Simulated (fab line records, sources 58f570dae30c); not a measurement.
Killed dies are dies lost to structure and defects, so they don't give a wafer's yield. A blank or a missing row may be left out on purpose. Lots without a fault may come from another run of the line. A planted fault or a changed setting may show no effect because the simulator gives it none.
Which tool did it? | flow berkeley_cmos170 | 13 lots, 39 wafers sampled, at 1 step of a route of 331

WHAT THE GAUGES READ, wafer by wafer
The record holds no reading of a measuring or inspecting step that can be judged against a usual standard deviation.

WHICH TOOL RAN EACH LOT (tool, then ch and the chambers of the sampled wafers, then the start)
lot  | UCB170_NLDD_IMPLANT_09
L851 | implanter-02 ch 0, day 6 03:43
L852 | implanter-03 ch 0, day 6 12:21
L854 | implanter-02 ch 0, day 7 00:21
L853 | implanter-01 ch 0, day 7 02:38
L857 | implanter-01 ch 0, day 7 20:16
L861 | implanter-01 ch 0, day 8 06:19
L867 | implanter-03 ch 0, day 9 09:31
L869 | implanter-02 ch 0, day 9 19:10
L868 | implanter-03 ch 0, day 9 19:17
L870 | implanter-02 ch 0, day 10 07:20
L872 | implanter-02 ch 0, day 10 10:31
L873 | implanter-02 ch 0, day 10 18:55
L874 | implanter-01 ch 0, day 10 19:08
- UCB170_NLDD_IMPLANT_09

WHAT THE TOOLS THEMSELVES READ (means of the sampled wafers that have a number; where no wafer has one, the mark that the record gives instead)
UCB170_NLDD_IMPLANT_09.
lot  | tool         | beam_energy_keV | tilt_deg (degrees)
L851 | implanter-02 | 30.000          | 6.984
L852 | implanter-03 | 30.005          | 6.999
L854 | implanter-02 | 29.990          | 7.011
L853 | implanter-01 | 29.998          | 7.011
L857 | implanter-01 | 29.060          | 6.976
L861 | implanter-01 | 29.093          | 6.990
L867 | implanter-03 | 30.003          | 6.993
L869 | implanter-02 | 30.000          | 6.999
L868 | implanter-03 | 30.002          | 7.028
L870 | implanter-02 | 30.000          | 7.004
L872 | implanter-02 | 30.016          | 7.015
L873 | implanter-02 | 29.997          | 7.010
L874 | implanter-01 | 30.001          | 7.013

THE ANSWER, worked out from the rows above alone
Rule: what is usual is taken from the lots themselves. Put in order of their means at a reading, lots are off if they are a third of the lots or fewer, leave a main group of 4 or more, and stand apart from it by a gap of 3 or more times the standard deviation of the main group's means; of several such gaps the widest counts. A main group whose means are all the same, to the digits that the tables above print for the reading, isn't used. A lot without any number at a reading at which 4 lots or more have one is off too. The other lots that the step has rows for count as sound. The gauges are gone through in route order, then the tools' own readings, and for those a lot's mean is taken as printed above. The first step at which some lot is off is used, and at that step the reading that is off furthest; a lot without a number counts as furthest.
Off: L857, L861, at UCB170_NLDD_IMPLANT_09 (beam_energy_keV). The main group: mean 30.001, standard deviation 0.006.
A tool fits if, at that step or a process step before it, it ran every lot that is off, and no sound lot after the first of them. None of those tried fits.

WHAT THE SIMULATOR HAD PUT IN
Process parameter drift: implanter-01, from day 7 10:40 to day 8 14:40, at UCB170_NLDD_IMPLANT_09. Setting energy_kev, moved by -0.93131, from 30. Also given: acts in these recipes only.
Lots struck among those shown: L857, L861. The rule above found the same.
